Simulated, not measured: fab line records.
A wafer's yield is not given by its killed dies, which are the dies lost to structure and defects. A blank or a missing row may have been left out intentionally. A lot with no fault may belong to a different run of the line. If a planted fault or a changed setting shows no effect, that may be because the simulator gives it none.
fab line records ; flow berkeley_cmos170 ; part 1 of 2: steps 1 to 27 of 41
record lots=5; wafers=15; last_day=12
route steps=331 shown M1@242 V1@254 M2@271
lots untouched by any fault: they come from a run of this same line in which no faults occurred
start_h: start of the lot's first displayed wafer, in hours after the record's first day ; wait_h: hours from the lot's prior step to this one ; " identical to the entry in the row above ; L1.1+2: a single row standing in for several wafers ; - value missing, or start not given ; * or withheld: withheld ; < > ~ a bound
route shown NAME@n: a module of which the file shows steps, and the number in the route of the first ; usual: mean and standard deviation over wafers with no fault ; same: alike in all rows ; chamber/n: place in a boat ; sites: the reading at each site ; _std_site: the standard deviation of these ; _edge_site: inner sites' mean taken away from outer sites' mean ; radius_mm: for every site, how far away it sits from the centre of the wafer ; mask NAME#n: copy n ; behind: the most recent tool/chamber to have shaped the wafer ; hold: what put the lot on hold/how long, in hours/how the hold closed ; device: whichever transistor did not switch (one of n, p or np) ; end of line: at the end of the route, the tests of the same wafers ; a step given without rows: its recipe and nothing more ; killed: the dies lost at the first sort to structure and to defects; this is not the yield of the wafer ; map: shows each die of a wafer: x if killed, . if not, _ if none is there
set.NAME: the setting the step ran with; set.NAME@STEP: the setting that earlier step ran with ; model.NAME: the simulator's own value behind a step, which no gauge read
lots at some steps of the route; a table a step, a row a wafer
services: the hour from which a tool's chamber was out of use, counted from the record's first day as start_h (under 0 if before that day), plus the number of hours and why
## steps
# step UCB170_M1_COAT_04
# recipe resist=KrF; spin_rpm=1500; resist_thk_nm=900
lot.wafer;tool;chamber;start_h;wait_h
L077.4+5+6;litho_track-01;0;-;-
L076.2+3+5;litho_track-01;0;-;-
L084.1+5+6;litho_track-01;0;-;-
L091.2+5+6;litho_track-03;0;-;-
L094.3+4+6;litho_track-03;0;-;-
# step UCB170_M1_SOFTBAKE_05
# recipe resist=KrF; temp_c=130; time_s=60
lot.wafer;tool;chamber;start_h;wait_h
L077.4+5+6;litho_track-01;0;-;-
L076.2+3+5;litho_track-01;0;-;-
L084.1+5+6;litho_track-01;0;-;-
L091.2+5+6;litho_track-03;0;-;-
L094.3+4+6;litho_track-03;0;-;-
# step UCB170_M1_EXPOSE_06
# recipe mask_id=METAL1; target_cd_nm=700; na=0.5; sigma_outer=0.6; source_shape=conventional; dose_mj=21
# usual stage_vel_mm_s=500.00/0.25
lot.wafer;tool;chamber;start_h;wait_h;mask;stage_vel_mm_s
L077.4;krf_scanner-01;0;184.97;-;METAL1#0;500.51
L077.5;krf_scanner-01;0;184.97;-;METAL1#0;500.59
L077.6;krf_scanner-01;0;184.97;-;METAL1#0;499.91
L076.2;krf_scanner-01;0;185.89;-;METAL1#0;499.85
L076.3;krf_scanner-01;0;185.89;-;METAL1#0;499.97
L076.5;krf_scanner-01;0;185.89;-;METAL1#0;499.85
L084.1;krf_scanner-01;0;213.14;-;METAL1#0;500.48
L084.5;krf_scanner-01;0;213.14;-;METAL1#0;500.20
L084.6;krf_scanner-01;0;213.14;-;METAL1#0;499.96
L091.2;krf_scanner-02;0;263.23;-;METAL1#0;500.32
L091.5;krf_scanner-02;0;263.23;-;METAL1#0;500.32
L091.6;krf_scanner-02;0;263.23;-;METAL1#0;500.19
L094.3;krf_scanner-02;0;280.15;-;METAL1#0;499.74
L094.4;krf_scanner-02;0;280.15;-;METAL1#0;499.73
L094.6;krf_scanner-02;0;280.15;-;METAL1#0;499.55
# step UCB170_M1_PEB_07
# recipe peb_temp_c=130; peb_time_s=withheld; resist=KrF
lot.wafer;tool;chamber;start_h;wait_h
L077.4+5+6;litho_track-02;0;185.10;0.1
L076.2+3+5;litho_track-03;0;186.01;0.1
L084.1+5+6;litho_track-03;0;213.29;0.1
L091.2+5+6;litho_track-02;0;264.02;0.8
L094.3+4+6;litho_track-03;0;280.28;0.1
# step UCB170_M1_DEVELOP_08
# recipe developer=TMAH; develop_time_s=45; resist=KrF; dev_temp_c=21
# usual developer_temp_C=21.01/0.1
lot.wafer;tool;chamber;start_h;wait_h;developer_temp_C
L077.4;litho_track-02;0;-;-;21.08
L077.5;litho_track-02;0;-;-;21.05
L077.6;litho_track-02;0;-;-;21.12
L076.2;litho_track-03;0;-;-;20.97
L076.3;litho_track-03;0;-;-;21.13
L076.5;litho_track-03;0;-;-;21.13
L084.1;litho_track-03;0;-;-;21.04
L084.5;litho_track-03;0;-;-;20.90
L084.6;litho_track-03;0;-;-;21.03
L091.2;litho_track-02;0;-;-;20.99
L091.5;litho_track-02;0;-;-;21.24
L091.6;litho_track-02;0;-;-;21.08
L094.3;litho_track-03;0;-;-;21.09
L094.4;litho_track-03;0;-;-;21.10
L094.6;litho_track-03;0;-;-;21.20
# step UCB170_M1_CD_MEAS_09
# recipe target_cd_nm=700
# usual cd_nm=700.3/1.3
lot.wafer;tool;chamber;start_h;wait_h;cd_nm
L077.4;cd_sem-01;-;185.36;-;701.4
L077.5;cd_sem-01;-;185.36;-;700.4
L077.6;cd_sem-01;-;185.36;-;701.0
L076.2;cd_sem-01;-;186.28;-;701.8
L076.3;cd_sem-01;-;186.28;-;701.5
L076.5;cd_sem-01;-;186.28;-;702.0
L084.1;cd_sem-02;-;213.64;-;701.3
L084.5;cd_sem-02;-;213.64;-;700.6
L084.6;cd_sem-02;-;213.64;-;702.4
L091.2;cd_sem-02;-;264.30;-;698.4
L091.5;cd_sem-02;-;264.30;-;699.8
L091.6;cd_sem-02;-;264.30;-;699.8
L094.3;cd_sem-01;-;280.54;-;701.8
L094.4;cd_sem-01;-;280.54;-;701.8
L094.6;cd_sem-01;-;280.54;-;702.1
# step UCB170_M1_OVL_MEAS_10
# usual M1_OVL=1/5.6
lot.wafer;tool;chamber;start_h;wait_h;M1_OVL[nm]
L077.4;overlay-01;-;185.44;0.1;1
L077.5;overlay-01;-;185.44;0.1;4
L077.6;overlay-01;-;185.44;0.1;4
L076.2;overlay-01;-;186.39;0.1;4
L076.3;overlay-01;-;186.39;0.1;3
L076.5;overlay-01;-;186.39;0.1;-1
L084.1;overlay-01;-;213.76;0.1;-9
L084.5;overlay-01;-;213.76;0.1;-3
L084.6;overlay-01;-;213.76;0.1;1
L091.2;overlay-01;-;264.41;0.1;-6
L091.5;overlay-01;-;264.41;0.1;-8
L091.6;overlay-01;-;264.41;0.1;-8
L094.3;overlay-01;-;280.64;0.1;2
L094.4;overlay-01;-;280.64;0.1;4
L094.6;overlay-01;-;280.64;0.1;10
# step UCB170_M1_ETCH_11
# recipe chemistry=N2/H2; target_depth_a=withheld; overetch_a=withheld; target=BARC; time_s=withheld; source_w=500; bias_w=100; pressure_mtorr=30; n2_flow_sccm=100; h2_flow_sccm=200
# usual drypump_motor_current_A=5.7/0.54; oes_product_au=0.996/0.023; throttle_valve_pct=13.23/0.17
lot.wafer;tool;chamber;start_h;wait_h;drypump_motor_current_A;oes_product_au;throttle_valve_pct
L077.4;rie_diel-03;2;185.45;0.0;6.3;1.015;13.25
L077.5;rie_diel-03;0;185.45;0.0;6.3;1.039;13.32
L077.6;rie_diel-03;1;185.45;0.0;6.5;1.007;13.44
L076.2;rie_diel-01;0;186.42;0.0;5.4;1.005;13.43
L076.3;rie_diel-01;2;186.42;0.0;5.2;0.998;13.06
L076.5;rie_diel-01;1;186.42;0.0;6.2;1.033;13.27
L084.1;rie_diel-02;0;213.80;0.0;5.5;0.980;13.51
L084.5;rie_diel-02;3;213.80;0.0;6.2;0.988;12.95
L084.6;rie_diel-02;2;213.80;0.0;6.1;1.012;13.10
L091.2;rie_diel-01;3;264.44;0.0;5.0;0.954;13.00
L091.5;rie_diel-01;1;264.44;0.0;6.2;1.035;13.29
L091.6;rie_diel-01;3;264.44;0.0;5.0;0.954;13.01
L094.3;rie_diel-03;1;280.66;0.0;6.6;1.004;13.42
L094.4;rie_diel-03;0;280.66;0.0;6.3;1.037;13.32
L094.6;rie_diel-03;2;280.66;0.0;6.3;1.012;13.26
# step UCB170_M1_METAL_ETCH_12
# recipe chemistry=Cl2/BCl3; target=Al; stop_on=PSG; pressure_mtorr=12; target_depth_a=7800; over_etch_frac=0.3; time_s=130; icp_w=600; bias_w=120; Cl2_flow_sccm=90; bcl3_flow_sccm=45
# usual drypump_motor_current_A=5.7/0.52; oes_product_au=0.846/0.01; throttle_valve_pct=24.37/0.19
lot.wafer;tool;chamber;start_h;wait_h;drypump_motor_current_A;oes_product_au;rf_hours_counter_h;throttle_valve_pct
L077.4;rie_metal-02;0;185.54;-;5.4;0.856;-;24.59
L077.5;rie_metal-02;1;185.54;-;6.4;0.850;-;24.28
L077.6;rie_metal-02;0;185.54;-;5.4;0.858;-;24.61
L076.2;rie_metal-04;1;186.46;-;6.0;0.860;1;24.33
L076.3;rie_metal-04;0;186.46;-;6.1;0.849;-;24.58
L076.5;rie_metal-04;0;186.46;-;6.1;0.859;-;24.57
L084.1;rie_metal-04;0;213.84;-;6.1;0.863;4;24.59
L084.5;rie_metal-04;1;213.84;-;6.0;0.854;-;24.34
L084.6;rie_metal-04;0;213.84;-;6.1;0.853;-;24.57
L091.2;rie_metal-02;1;264.48;-;6.4;0.846;6;24.28
L091.5;rie_metal-02;0;264.48;-;5.3;0.853;-;24.60
L091.6;rie_metal-02;1;264.48;-;6.4;0.849;-;24.27
L094.3;rie_metal-02;0;280.75;-;5.4;0.850;-;24.60
L094.4;rie_metal-02;1;280.75;-;6.4;0.839;-;24.30
L094.6;rie_metal-02;1;280.75;-;6.4;0.839;-;24.29
# step UCB170_M1_STRIP_13
# recipe chemistry=O2; power_w=400; pressure_mtorr=3500; platen_temp_c=withheld; o2_flow_sccm=400; overash_fraction=0.5
# usual drypump_motor_current_A=5.3/0.32; oes_product_au=0.721/0.0048
lot.wafer;tool;chamber;start_h;wait_h;drypump_motor_current_A;oes_product_au;rf_hours_counter_h
L077.4;plasma_asher-02;0;185.66;0.1;5.2;0.713;-
L077.5;plasma_asher-02;1;185.66;0.1;5.1;0.714;-
L077.6;plasma_asher-02;0;185.66;0.1;5.2;0.725;-
L076.2;plasma_asher-02;1;186.59;0.1;5.1;0.722;47
L076.3;plasma_asher-02;0;186.59;0.1;5.2;0.721;-
L076.5;plasma_asher-02;1;186.59;0.1;5.1;0.729;-
L084.1;plasma_asher-01;0;213.97;0.1;5.4;0.720;50
L084.5;plasma_asher-01;0;213.97;0.1;5.4;0.715;-
L084.6;plasma_asher-01;1;213.97;0.1;5.8;0.723;-
L091.2;plasma_asher-02;0;264.61;0.1;5.2;0.723;53
L091.5;plasma_asher-02;0;264.61;0.1;5.2;0.722;-
L091.6;plasma_asher-02;1;264.61;0.1;5.1;0.721;-
L094.3;plasma_asher-02;0;280.87;0.1;5.2;0.716;-
L094.4;plasma_asher-02;1;280.87;0.1;5.0;0.722;-
L094.6;plasma_asher-02;1;280.87;0.1;5.0;0.711;-
# step UCB170_M1_CD_MEAS_90
# recipe target_cd_nm=700
# usual cd_nm=700.7/2.4
lot.wafer;tool;chamber;start_h;wait_h;cd_nm
L077.4;cd_sem-02;-;185.79;0.1;699.4
L077.5;cd_sem-02;-;185.79;0.1;697.5
L077.6;cd_sem-02;-;185.79;0.1;699.0
L076.2;cd_sem-02;-;186.71;0.1;703.3
L076.3;cd_sem-02;-;186.71;0.1;701.9
L076.5;cd_sem-02;-;186.71;0.1;702.7
L084.1;cd_sem-02;-;214.07;0.1;699.5
L084.5;cd_sem-02;-;214.07;0.1;700.7
L084.6;cd_sem-02;-;214.07;0.1;700.6
L091.2;cd_sem-02;-;264.81;0.2;695.3
L091.5;cd_sem-02;-;264.81;0.2;697.0
L091.6;cd_sem-02;-;264.81;0.2;697.3
L094.3;cd_sem-01;-;280.98;0.1;701.0
L094.4;cd_sem-01;-;280.98;0.1;699.5
L094.6;cd_sem-01;-;280.98;0.1;698.9
# step UCB170_M1_ANNEAL_14
# recipe temp_c=400; time_s=1200; ambient=forming_gas
# usual tube_center_temp_C=400/0.036
lot.wafer;tool;chamber;start_h;wait_h;tube_center_temp_C
L077.4;furnace-03;0;185.85;0.0;400.06
L077.5;furnace-03;0;185.85;0.0;399.96
L077.6;furnace-03;0;185.85;0.0;400.02
L076.2;furnace-03;0;187.18;0.4;399.97
L076.3;furnace-03;0;187.18;0.4;400.06
L076.5;furnace-03;0;187.18;0.4;400.03
L084.1;furnace-03;0;215.34;1.2;400.04
L084.5;furnace-03;0;215.34;1.2;400.05
L084.6;furnace-03;0;215.34;1.2;399.95
L091.2;furnace-03;0;266.04;1.2;400.03
L091.5;furnace-03;0;266.04;1.2;400
L091.6;furnace-03;0;266.04;1.2;400
L094.3;furnace-03;0;281.65;0.7;400
L094.4;furnace-03;0;281.65;0.7;400
L094.6;furnace-03;0;281.65;0.7;399.95
# step UCB170_V1_CVD_00
# recipe material=SiO2; target_thk_nm=2000; temp_c=390; precursor=TEOS/O2; time_s=250; rf_w=569.7; pressure_mtorr=9000
# usual heater_power_w=212/56
lot.wafer;tool;chamber;start_h;wait_h;heater_power_w
L077.4;pecvd-01;2;187.26;0.1;140
L077.5;pecvd-01;1;187.26;0.1;212
L077.6;pecvd-01;0;187.26;0.1;334
L076.2;pecvd-03;2;188.52;0.0;219
L076.3;pecvd-03;0;188.52;0.0;246
L076.5;pecvd-03;0;188.52;0.0;209
L084.1;pecvd-02;0;216.67;0.0;225
L084.5;pecvd-02;1;216.67;0.0;177
L084.6;pecvd-02;2;216.67;0.0;137
L091.2;pecvd-02;2;267.38;0.0;212
L091.5;pecvd-02;1;267.38;0.0;183
L091.6;pecvd-02;0;267.38;0.0;148
L094.3;pecvd-01;2;282.98;0.0;182
L094.4;pecvd-01;2;282.98;0.0;130
L094.6;pecvd-01;0;282.98;0.0;308
# step UCB170_V1_THK_MEAS_01
# recipe reads=SiO2_of_V1_CVD_00
# usual V1_TEOS_THK=2030/26
lot.wafer;tool;chamber;start_h;wait_h;V1_TEOS_THK[nm]
L077.4;film_metro-03;-;187.37;0.0;2027
L077.5;film_metro-03;-;187.37;0.0;2031
L077.6;film_metro-03;-;187.37;0.0;2028
L076.2;film_metro-02;-;188.68;0.1;2028
L076.3;film_metro-02;-;188.68;0.1;1998
L076.5;film_metro-02;-;188.68;0.1;2046
L084.1;film_metro-04;-;216.83;0.1;2036
L084.5;film_metro-04;-;216.83;0.1;2072
L084.6;film_metro-04;-;216.83;0.1;2049
L091.2;film_metro-04;-;267.54;0.1;2009
L091.5;film_metro-04;-;267.54;0.1;2049
L091.6;film_metro-04;-;267.54;0.1;2025
L094.3;film_metro-02;-;283.16;0.1;2017
L094.4;film_metro-02;-;283.16;0.1;2059
L094.6;film_metro-02;-;283.16;0.1;2015
# step UCB170_V1_CMP_02
# recipe material=SiO2; down_force_psi=6; platen_rpm=60; pad_velocity_m_s=0.75398
# usual motor_current_A=15.3/1.3; retaining_ring_pressure_frac=1.000/0.0048; slurry_filter_dp_kPa=13.51/0.14
lot.wafer;tool;chamber;start_h;wait_h;motor_current_A;retaining_ring_pressure_frac;slurry_filter_dp_kPa
L077.4;cmp-02;2;187.45;0.1;13.1;0.999;13.30
L077.6;cmp-02;1;187.45;0.1;16.1;1.002;13.68
L077.5;cmp-02;2;187.45;0.1;14.6;0.994;13.50
L076.3;cmp-02;2;188.73;0.0;13.4;1.004;13.41
L076.2;cmp-02;0;188.73;0.0;15.5;1.003;13.59
L076.5;cmp-02;3;188.73;0.0;15.5;0.992;13.49
L084.1;cmp-01;0;217.04;0.2;14.7;0.997;13.63
L084.6;cmp-01;1;217.04;0.2;17.0;1.000;13.33
L084.5;cmp-01;2;217.04;0.2;17.0;1.007;13.48
L091.2;cmp-01;3;267.64;0.1;12.9;0.998;13.54
L091.6;cmp-01;2;267.64;0.1;17.1;1.000;13.51
L091.5;cmp-01;3;267.64;0.1;13.3;1.000;13.52
L094.3;cmp-01;3;283.50;0.3;13.1;1.003;13.35
L094.4;cmp-01;2;283.50;0.3;17.2;1.000;13.58
L094.6;cmp-01;3;283.50;0.3;13.6;1.004;13.72
# step UCB170_V1_BOW_MEAS_03
# recipe mode=bow
# usual V1_BOW=19/7.3
lot.wafer;tool;chamber;start_h;wait_h;V1_BOW[um]
L077.4;film_metro-02;-;187.77;0.3;31
L077.5;film_metro-02;-;187.77;0.3;13
L077.6;film_metro-02;-;187.77;0.3;13
L076.2;film_metro-03;-;189.05;0.2;16
L076.3;film_metro-03;-;189.05;0.2;9
L076.5;film_metro-03;-;189.05;0.2;8
L084.1;film_metro-02;-;217.19;0.1;18
L084.5;film_metro-02;-;217.19;0.1;15
L084.6;film_metro-02;-;217.19;0.1;29
L091.2;film_metro-02;-;267.91;0.2;17
L091.5;film_metro-02;-;267.91;0.2;26
L091.6;film_metro-02;-;267.91;0.2;26
L094.3;film_metro-03;-;283.84;0.3;19
L094.4;film_metro-03;-;283.84;0.3;36
L094.6;film_metro-03;-;283.84;0.3;26
# step UCB170_V1_THK_MEAS_04
# recipe reads=SiO2_of_V1_CVD_00
# usual V1_POLISHED_THK=1000.1/1.2
lot.wafer;tool;chamber;start_h;wait_h;V1_POLISHED_THK[nm]
L077.4;film_metro-02;-;187.86;0.1;1002.1
L077.5;film_metro-02;-;187.86;0.1;1003.9
L077.6;film_metro-02;-;187.86;0.1;1001.9
L076.2;film_metro-03;-;189.16;0.1;1000.7
L076.3;film_metro-03;-;189.16;0.1;1002.6
L076.5;film_metro-03;-;189.16;0.1;1001.7
L084.1;film_metro-02;-;217.31;0.1;999.8
L084.5;film_metro-02;-;217.31;0.1;999.2
L084.6;film_metro-02;-;217.31;0.1;999.4
L091.2;film_metro-02;-;268.02;0.1;998.5
L091.5;film_metro-02;-;268.02;0.1;999.4
L091.6;film_metro-02;-;268.02;0.1;999.8
L094.3;film_metro-03;-;283.94;0.1;1000.3
L094.4;film_metro-03;-;283.94;0.1;1002.0
L094.6;film_metro-03;-;283.94;0.1;1000.0
# step UCB170_V1_CLEAN_05
# recipe chemistry=DIW
lot.wafer;tool;chamber;start_h;wait_h
L077.4+5+6;wet_bench-04;1;187.89;0.0
L076.2+3+5;wet_bench-04;3;189.21;0.0
L084.1+5+6;wet_bench-02;2;218.46;1.1
L091.2+5+6;wet_bench-04;3;268.08;0.0
L094.3+4+6;wet_bench-02;1;283.98;0.0
# step UCB170_V1_HMDS_06
# recipe prime_time_s=60; prime_temp_c=100
lot.wafer;tool;chamber;start_h;wait_h
L077.4+5+6;litho_track-03;0;188.23;0.2
L076.2+3+5;litho_track-03;0;189.46;0.1
L084.1+5+6;litho_track-04;0;218.64;0.0
L091.2+5+6;litho_track-02;0;268.28;0.0
L094.3+4+6;litho_track-04;0;284.20;0.1
# step UCB170_V1_COAT_07
# recipe resist=KrF; spin_rpm=1500; resist_thk_nm=900
lot.wafer;tool;chamber;start_h;wait_h
L077.4+5+6;litho_track-03;0;188.38;0.1
L076.2+3+5;litho_track-03;0;189.61;0.1
L084.1+5+6;litho_track-04;0;218.79;0.1
L091.2+5+6;litho_track-02;0;268.43;0.1
L094.3+4+6;litho_track-04;0;284.35;0.1
# step UCB170_V1_SOFTBAKE_08
# recipe resist=KrF; temp_c=130; time_s=60
lot.wafer;tool;chamber;start_h;wait_h
L077.4+5+6;litho_track-03;0;188.53;0.1
L076.2+3+5;litho_track-03;0;189.76;0.1
L084.1+5+6;litho_track-04;0;218.94;0.1
L091.2+5+6;litho_track-02;0;268.58;0.1
L094.3+4+6;litho_track-04;0;284.50;0.1
# step UCB170_V1_EXPOSE_09
# recipe mask_id=VIA1; target_cd_nm=700; na=0.5; sigma_outer=0.6; source_shape=conventional; dose_mj=37
# usual stage_vel_mm_s=499.99/0.27
lot.wafer;tool;chamber;start_h;wait_h;mask;stage_vel_mm_s
L077.4;krf_scanner-02;0;188.67;0.1;VIA1#0;500.19
L077.5;krf_scanner-02;0;188.67;0.1;VIA1#0;499.98
L077.6;krf_scanner-02;0;188.67;0.1;VIA1#0;499.92
L076.2;krf_scanner-01;0;190.10;0.3;VIA1#0;499.96
L076.3;krf_scanner-01;0;190.10;0.3;VIA1#0;500.14
L076.5;krf_scanner-01;0;190.10;0.3;VIA1#0;500.14
L084.1;krf_scanner-02;0;219.45;0.5;VIA1#0;500.30
L084.5;krf_scanner-02;0;219.45;0.5;VIA1#0;500.41
L084.6;krf_scanner-02;0;219.45;0.5;VIA1#0;500.44
L091.2;krf_scanner-01;0;268.97;0.4;VIA1#0;500.13
L091.5;krf_scanner-01;0;268.97;0.4;VIA1#0;499.95
L091.6;krf_scanner-01;0;268.97;0.4;VIA1#0;500.27
L094.3;krf_scanner-02;0;284.86;0.3;VIA1#0;499.77
L094.4;krf_scanner-02;0;284.86;0.3;VIA1#0;500.27
L094.6;krf_scanner-02;0;284.86;0.3;VIA1#0;500.22
# step UCB170_V1_PEB_10
# recipe peb_temp_c=130; peb_time_s=withheld; resist=KrF
lot.wafer;tool;chamber;start_h;wait_h
L077.4+5+6;litho_track-03;0;188.96;0.3
L076.2+3+5;litho_track-03;0;190.64;0.5
L084.1+5+6;litho_track-02;0;219.57;0.1
L091.2+5+6;litho_track-03;0;269.18;0.2
L094.3+4+6;litho_track-02;0;285.21;0.3
# step UCB170_V1_DEVELOP_11
# recipe developer=TMAH; develop_time_s=45; resist=KrF; dev_temp_c=21
# usual developer_temp_C=21.01/0.11
lot.wafer;tool;chamber;start_h;wait_h;developer_temp_C
L077.4;litho_track-03;0;-;-;21.16
L077.5;litho_track-03;0;-;-;21.03
L077.6;litho_track-03;0;-;-;20.98
L076.2;litho_track-03;0;-;-;21.06
L076.3;litho_track-03;0;-;-;21.11
L076.5;litho_track-03;0;-;-;21.07
L084.1;litho_track-02;0;-;-;21.06
L084.5;litho_track-02;0;-;-;21.09
L084.6;litho_track-02;0;-;-;21.12
L091.2;litho_track-03;0;-;-;20.92
L091.5;litho_track-03;0;-;-;20.90
L091.6;litho_track-03;0;-;-;21.04
L094.3;litho_track-02;0;-;-;21.02
L094.4;litho_track-02;0;-;-;21.06
L094.6;litho_track-02;0;-;-;21.00
# step UCB170_V1_CD_MEAS_12
# recipe target_cd_nm=700
# usual cd_nm=700.0/1.3
lot.wafer;tool;chamber;start_h;wait_h;cd_nm
L077.4;cd_sem-02;-;189.25;-;700.5
L077.5;cd_sem-02;-;189.25;-;701.6
L077.6;cd_sem-02;-;189.25;-;702.9
L076.2;cd_sem-01;-;190.91;-;699.2
L076.3;cd_sem-01;-;190.91;-;698.2
L076.5;cd_sem-01;-;190.91;-;699.9
L084.1;cd_sem-02;-;219.85;-;700.8
L084.5;cd_sem-02;-;219.85;-;700.3
L084.6;cd_sem-02;-;219.85;-;700.5
L091.2;cd_sem-02;-;269.45;-;698.5
L091.5;cd_sem-02;-;269.45;-;699.7
L091.6;cd_sem-02;-;269.45;-;699.3
L094.3;cd_sem-02;-;285.48;-;700.3
L094.4;cd_sem-02;-;285.48;-;698.8
L094.6;cd_sem-02;-;285.48;-;700.5
# step UCB170_V1_OVL_MEAS_13
# usual V1_OVL=3/5.2
lot.wafer;tool;chamber;start_h;wait_h;V1_OVL[nm]
L077.4;overlay-02;-;189.33;0.1;3
L077.5;overlay-02;-;189.33;0.1;3
L077.6;overlay-02;-;189.33;0.1;3
L076.2;overlay-01;-;191.01;0.1;8
L076.3;overlay-01;-;191.01;0.1;16
L076.5;overlay-01;-;191.01;0.1;10
L084.1;overlay-02;-;219.97;0.1;2
L084.5;overlay-02;-;219.97;0.1;3
L084.6;overlay-02;-;219.97;0.1;10
L091.2;overlay-02;-;269.55;0.1;-6
L091.5;overlay-02;-;269.55;0.1;5
L091.6;overlay-02;-;269.55;0.1;1
L094.3;overlay-01;-;285.57;0.1;-1
L094.4;overlay-01;-;285.57;0.1;-3
L094.6;overlay-01;-;285.57;0.1;0
# step UCB170_V1_ETCH_14
# recipe chemistry=CHF3/CF4/Ar; target=SiO2; stop_on=Al; CHF3_flow_sccm=45; cf4_flow_sccm=15; Ar_flow_sccm=150; pressure_mtorr=200; rf_w=700; target_depth_a=12500; over_etch_frac=0.25; time_s=291
# usual drypump_motor_current_A=5.7/0.55; oes_product_au=0.871/0.013; throttle_valve_pct=6.97/0.12
lot.wafer;tool;chamber;start_h;wait_h;drypump_motor_current_A;oes_product_au;rf_hours_counter_h;throttle_valve_pct
L077.4;rie_diel-04;0;189.44;0.1;5.6;0.872;-;6.82
L077.5;rie_diel-04;3;189.44;0.1;4.8;0.870;-;7.10
L077.6;rie_diel-04;1;189.44;0.1;5.6;0.884;-;7.00
L076.2;rie_diel-02;1;191.04;0.0;5.2;0.853;27;6.94
L076.3;rie_diel-02;2;191.04;0.0;6.1;0.891;20;6.84
L076.5;rie_diel-02;1;191.04;0.0;5.2;0.854;-;6.94
L084.1;rie_diel-03;1;220.00;0.0;6.5;0.881;107;7.06
L084.5;rie_diel-03;2;220.00;0.0;6.3;0.885;-;6.91
L084.6;rie_diel-03;3;220.00;0.0;5.0;0.847;-;7.03
L091.2;rie_diel-02;0;269.58;0.0;5.5;0.860;13;7.13
L091.5;rie_diel-02;2;269.58;0.0;6.1;0.894;-;6.83
L091.6;rie_diel-02;1;269.58;0.0;5.2;0.860;-;6.93
L094.3;rie_diel-02;2;285.59;0.0;6.1;0.889;24;6.83
L094.4;rie_diel-02;1;285.59;0.0;5.2;0.854;30;6.93
L094.6;rie_diel-02;2;285.59;0.0;6.1;0.889;-;6.83
